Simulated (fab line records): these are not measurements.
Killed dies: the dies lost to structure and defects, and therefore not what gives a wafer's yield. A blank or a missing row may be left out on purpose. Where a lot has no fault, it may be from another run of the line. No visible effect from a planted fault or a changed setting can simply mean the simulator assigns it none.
Struck lot and sound lot, side by side || flow ritCmos || 43 steps out of a route of 202
Sound: the wafers L717.1, L717.2, L717.3. Struck: wafer L727.2 (L727.4, L727.5, from the same lot, were not struck and are left out); the cause is given at the end.
For every step that has rows: the tool of each side, followed by ch and its chambers, followed by its first start. Under that, the readings that differ: sound wafers || struck wafers || difference of the means || sigmas: that difference in standard deviations of wafers without a fault.
alike: a reading whose means differ by less than 2 such deviations, as well as words and numbers matching on both sides. not compared: withheld readings; readings where some wafer has no value; bounds like >300 that might hide an equal value; numbers whose values overlap and for which the record gives no deviation.
Wherever a step has rows on one side only, a row that says differs or no value, or a row with sigmas, the two part there. When numbers do not overlap yet have no deviation, they are printed without sigmas and do not part them. A reading that every wafer of one side lacks parts them only if that side has two wafers or more.

RIT_GATE_THK_MEAS_07:
  sound: filmMetro-03 at day 4 11:07; struck: filmMetro-01 at day 6 09:20
  alike: GATE_OXIDE_THK
then, 1 step without rows for these wafers: RIT_GATE_CVD_08 (deposits poly-Si from SiH4, target thk 250 nm, time 2220 s).
RIT_GATE_THK_MEAS_09:
  sound: filmMetro-01 at day 4 14:05; struck: filmMetro-01 at day 6 11:01
  alike: GATE_POLY_THK
then, 6 steps without rows for these wafers: RIT_GATE_HMDS_10 (prime time 60 s); RIT_GATE_COAT_11 (resist thk 857.1 nm); RIT_GATE_SOFTBAKE_12 (time 60 s); RIT_GATE_EXPOSE_13 (exposes mask M6, target cd 150 nm); RIT_GATE_PEB_14; RIT_GATE_DEVELOP_15 (develop time 50 s).
RIT_GATE_CD_MEAS_16: target cd 150 nm.
  sound: cdSem-02 at day 4 15:08; struck: cdSem-01 at day 6 12:04
  alike: cdNm
RIT_GATE_OVL_MEAS_17:
  sound: overlay-02 at day 4 15:15; struck: overlay-02 at day 6 12:10
  alike: GATE_OVL
then, 1 step without rows for these wafers: RIT_GATE_HARDBAKE_18 (time 60 s).
RIT_GATE_ETCH_19: etches poly-Si in SF6/CHF3/O2, stops on SiO2, time 165 s, target depth 312.5 nm.
  sound on rieSi-01 ch 0,2,3, day 4 15:29; struck on rieSi-01 ch 2, day 6 12:20
  alike: chamberPressureMTorr, drypumpMotorCurrentA, oesProductAu, throttleValvePct
  not compared: rfHoursCounterH
RIT_GATE_STRIP_20: strips in O2, time 180 s.
  sound on plasmaAsher-04 ch 0,1, day 4 15:35; struck on plasmaAsher-03 ch 0, day 6 12:27
  alike: chamberPressureMTorr, drypumpMotorCurrentA
  not compared: rfHoursCounterH
RIT_GATE_CD_MEAS_90: target cd 150 nm.
  sound: cdSem-02 at day 4 15:46; struck: cdSem-01 at day 6 12:39
  alike: cdNm
then, 4 steps without rows for these wafers: RIT_REOX_CLEAN_00 (cleans in SC1, time 600 s); RIT_REOX_CLEAN_01 (cleans in dHF, time 30 s); RIT_REOX_CLEAN_02 (cleans in SC2, time 600 s); RIT_REOX_OXIDATION_03 (target thk 25.2 nm, ox time 5580 s).
RIT_REOX_THK_MEAS_04:
  sound: filmMetro-01 at day 4 18:48; struck: filmMetro-04 at day 6 15:53
  alike: REOX_OXIDE_THK
then, 6 steps without rows for these wafers: RIT_NLDD_HMDS_00 (prime time 60 s); RIT_NLDD_COAT_01 (resist thk 1000 nm); RIT_NLDD_SOFTBAKE_02 (time 60 s); RIT_NLDD_EXPOSE_03 (exposes mask M7, target cd 40700 nm); RIT_NLDD_PEB_04; RIT_NLDD_DEVELOP_05 (develop time 50 s).
RIT_NLDD_OVL_MEAS_06:
  sound: overlay-01 at day 4 19:43; struck: overlay-02 at day 6 16:57
{"reading": "NLDD_OVL (nm)", "sound": "-0.4 -0.9 1.7", "struck": -4.6, "difference": -4.7, "sigmas": -3}
then, 2 steps without rows for these wafers: RIT_NLDD_HARDBAKE_07 (time 60 s); RIT_NLDD_IMPLANT_08.
RIT_NLDD_STRIP_09: strips in O2, time 180 s.
  sound on plasmaAsher-01 ch 0,1, day 4 20:02; struck on plasmaAsher-02 ch 0, day 6 17:17
  alike: chamberPressureMTorr, drypumpMotorCurrentA
  not compared: rfHoursCounterH
RIT_NLDD_TW_MEAS_10:
  sound: filmMetro-03 at day 4 20:13; struck: filmMetro-03 at day 6 17:28
  alike: NLDD_TW
then, 6 steps without rows for these wafers: RIT_PLDD_HMDS_00 (prime time 60 s); RIT_PLDD_COAT_01 (resist thk 1000 nm); RIT_PLDD_SOFTBAKE_02 (time 60 s); RIT_PLDD_EXPOSE_03 (exposes mask M8, target cd 40900 nm); RIT_PLDD_PEB_04; RIT_PLDD_DEVELOP_05 (develop time 50 s).
RIT_PLDD_OVL_MEAS_06:
  sound: overlay-01 at day 4 21:10; struck: overlay-01 at day 6 18:22
{"reading": "PLDD_OVL (nm)", "sound": "3.0 1.4 1.8", "struck": -1.1, "difference": -3.2, "sigmas": -2}
then, 2 steps without rows for these wafers: RIT_PLDD_HARDBAKE_07 (time 60 s); RIT_PLDD_IMPLANT_08.
RIT_PLDD_STRIP_09: strips in O2, time 180 s.
  sound on plasmaAsher-01 ch 0,1, day 4 21:31; struck on plasmaAsher-03 ch 1, day 6 18:42
{"reading": "drypumpMotorCurrentA (A)", "sound": "5.6 5.9 5.6", "struck": 5.0, "difference": -0.7, "sigmas": -2}
  alike: chamberPressureMTorr
  not compared: rfHoursCounterH
RIT_PLDD_TW_MEAS_10:
  sound: filmMetro-02 at day 4 21:41; struck: filmMetro-02 at day 6 18:53
  alike: PLDD_TW
RIT_M1_PROBE_99:
  sound: prober-01 at day 5 10:55; struck: prober-01 at day 7 09:25
{"reading": "killedAtContacts", "sound": "0 0 0", "struck": 1, "difference": "+1", "sigmas": "+3"}
{"reading": "killedAtFrontEnd", "sound": "7 4 4", "struck": 45, "difference": "+40", "sigmas": "+13"}
{"reading": "killedDies", "sound": "7 4 4", "struck": 46, "difference": "+41", "sigmas": "+13"}
{"reading": "killedOnRim", "sound": "1 0 1", "struck": 11, "difference": "+10", "sigmas": "+7"}
{"reading": "killedShort", "sound": "4 3 2", "struck": 7, "difference": "+4", "sigmas": "+2"}
  alike: killedOpen

## WHERE THEY PART
Last at RIT_M1_PROBE_99 as far as this record goes, first at RIT_NLDD_OVL_MEAS_06.

WHY: the cause the simulator had injected
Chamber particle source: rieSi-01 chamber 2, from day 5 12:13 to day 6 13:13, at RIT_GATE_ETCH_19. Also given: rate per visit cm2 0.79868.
